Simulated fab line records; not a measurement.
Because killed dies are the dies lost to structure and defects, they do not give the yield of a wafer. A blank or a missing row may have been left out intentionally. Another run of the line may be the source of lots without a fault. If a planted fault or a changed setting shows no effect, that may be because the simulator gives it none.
A struck lot beside a sound one    flow ritCmos    19 out of 202 route steps
Sound: wafers L287.2, L287.5, L287.6. Wafers L293.2, L293.3, L293.5 were the ones struck. At the end, the cause is stated.
Each step with rows lists, per side, the tool, then ch with its chambers, then its first start. Under that, the readings that differ: sound wafers    struck wafers    difference of the means    sigmas: that difference in standard deviations of wafers without a fault.
alike: readings with means less than 2 such deviations apart, plus words and numbers identical on both sides. not compared: withheld readings, readings lacking a value on some wafer, bounds such as >300 that could conceal the same value, and numbers that have no deviation in the record and whose values overlap.
Wherever a step has rows on one side only, a row that says differs or no value, or a row with sigmas, the two part there. Non-overlapping numbers with no deviation appear without sigmas and do not part them. A reading missing from all wafers of one side parts the sides only when that side holds two or more wafers.

first, 1 step without rows for these wafers: RIT_GATE_CLEAN_04 (cleans in dHF, time 60 s).
RIT_FOX2_THK_MEAS_91:
  sound on filmMetro-02, day 4 06:11; struck on filmMetro-04, day 5 11:28
  alike: FIELD_OXIDE_LEFT_2_THK
then, 2 steps without rows for these wafers: RIT_GATE_OXIDATION_05 (target thk 3 nm, ox time 270 s); RIT_GATE_ANNEAL_06 (time 600 s).
RIT_GATE_THK_MEAS_07:
  sound on filmMetro-02, day 4 07:35; struck on filmMetro-02, day 5 13:06
  alike: GATE_OXIDE_THK
then, 1 step without rows for these wafers: RIT_GATE_CVD_08 (deposits poly-Si from SiH4, target thk 250 nm, time 2220 s).
RIT_GATE_THK_MEAS_09:
  sound on filmMetro-04, day 4 09:15; struck on filmMetro-02, day 5 14:47
  alike: GATE_POLY_THK
then, 5 steps without rows for these wafers: RIT_GATE_HMDS_10 (prime time 60 s); RIT_GATE_COAT_11 (resist thk 850 nm); RIT_GATE_SOFTBAKE_12 (time 60 s); RIT_GATE_EXPOSE_13 (exposes mask M6, target cd 150 nm); RIT_GATE_PEB_14.
RIT_GATE_DEVELOP_15: develop time 50.85 s.
  sound on lithoTrack-01 ch 0, day 4 10:00; struck on lithoTrack-01 ch 0, day 5 15:00
reading               sound              struck             difference  sigmas
developerTempC (C)    23.10 23.02 22.95  20.76 20.63 20.83  -2.28       -21
model.GATE.cdNm (nm)  144.8 145.1 150.6  139.4 138.8 139.5  -7.6        
RIT_GATE_CD_MEAS_16: the cd target is 150 nm.
  sound on cdSem-01, day 4 10:10; struck on cdSem-02, day 5 16:16
reading    sound              struck             difference  sigmas
cdNm (nm)  144.8 144.7 150.5  139.1 138.7 139.5  -7.6        -3
  not compared: hold
RIT_GATE_OVL_MEAS_17:
  sound on overlay-01, day 4 10:17; struck on overlay-02, day 5 18:40
reading  sound  struck                                                                   difference                    sigmas
hold     - - -  awaitDispo/2.3h/release awaitDispo/2.3h/release awaitDispo/2.3h/release  no value on the sound wafers  
  alike: GATE_OVL
then, 1 step without rows for these wafers: RIT_GATE_HARDBAKE_18 (time 60 s).
RIT_GATE_ETCH_19: etches poly-Si in SF6/CHF3/O2, stops on SiO2, time 165 s, target depth 312.5 nm.
  sound on rieSi-02 ch 0,3, day 4 10:28; struck on rieSi-02 ch 1,3, day 5 18:58
reading               sound              struck             difference  sigmas
model.GATE.cdNm (nm)  144.8 145.1 150.6  139.4 138.6 139.4  -7.7        
  alike: SF6_flow_sccm, drypumpMotorCurrentA, oesProductAu, throttleValvePct
  not compared: rfHoursCounterH
RIT_GATE_STRIP_20: strips in O2, time 180 s.
  sound on plasmaAsher-03 ch 0,1, day 4 10:34; struck on plasmaAsher-04 ch 0,1, day 5 19:05
  alike: drypumpMotorCurrentA
  not compared: rfHoursCounterH
RIT_M1_PROBE_99:
  sound on prober-02, day 5 07:43; struck on prober-02, day 6 20:35
  alike: killedAtContacts, killedAtFrontEnd, killedDies, killedOpen, killedShort

== WHERE THEY PART ==
At RIT_GATE_DEVELOP_15 first; at RIT_GATE_OVL_MEAS_17 last (within this record only). Later steps at which nothing parts them and some readings are alike: RIT_GATE_ETCH_19, RIT_GATE_STRIP_20, RIT_M1_PROBE_99.

WHY: what had been put in by the simulator
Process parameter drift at RIT_GATE_DEVELOP_15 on lithoTrack-01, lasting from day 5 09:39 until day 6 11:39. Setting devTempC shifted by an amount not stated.
